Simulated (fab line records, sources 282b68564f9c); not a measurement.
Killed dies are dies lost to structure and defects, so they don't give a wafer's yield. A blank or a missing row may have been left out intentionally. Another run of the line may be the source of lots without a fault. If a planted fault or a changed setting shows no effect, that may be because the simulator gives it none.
Which of the tools did it? ; flow rit_cmos ; 7 lots, 21 wafers sampled, at 2 steps of a route of 202

WHAT EACH GAUGE READ, for each wafer
RIT_PLDD_TW_MEAS_10.
lot;measured;on;PLDD_TW
L791;day 3 01:55;film_metro-02;2342 2333 2339
L793;day 3 10:03;film_metro-04;2346 2351 2342
L795;day 4 01:18;film_metro-04;2338 2351 2342
L797;day 4 08:18;film_metro-03;2345 2364 2345
L806;day 6 11:14;film_metro-03;2334 2337 2338
L808;day 6 16:03;film_metro-03;2348 2334 2338
L812;day 7 13:57;film_metro-02;2353 2326 2344

EACH LOT AND THE TOOL THAT RAN IT (in order: tool; ch and the chambers of the sampled wafers; start)
lot;RIT_PLDD_DEVELOP_05
L791;litho_track-03 ch 0, day 3 01:00
L793;litho_track-03 ch 0, day 3 09:00
L795;litho_track-02 ch 0, day 4 00:00
L797;litho_track-03 ch 0, day 4 07:00
L806;litho_track-01 ch 0, day 6 10:00
L808;litho_track-03 ch 0, day 6 15:00
L812;litho_track-01 ch 0, day 7 13:00
- RIT_PLDD_DEVELOP_05: develop time 50 s.

THE ANSWER, worked out from the rows above alone
Rule: the usual values come from the lots themselves. Put in order of their means at a reading, lots are off if they are a third of the lots or fewer, leave a main group of 4 or more, and stand apart from it by a gap of 3 or more times the standard deviation of the main group's means; of several such gaps the widest counts. If all means in a main group match to the digits the tables above print for the reading, that group is not used. Also off: a lot with no number at a reading for which 4 or more lots have one. All remaining lots with rows at the step are treated as sound.
No lot is off at any reading shown: from this, nothing can be told.

WHAT WAS PUT IN BY THE SIMULATOR
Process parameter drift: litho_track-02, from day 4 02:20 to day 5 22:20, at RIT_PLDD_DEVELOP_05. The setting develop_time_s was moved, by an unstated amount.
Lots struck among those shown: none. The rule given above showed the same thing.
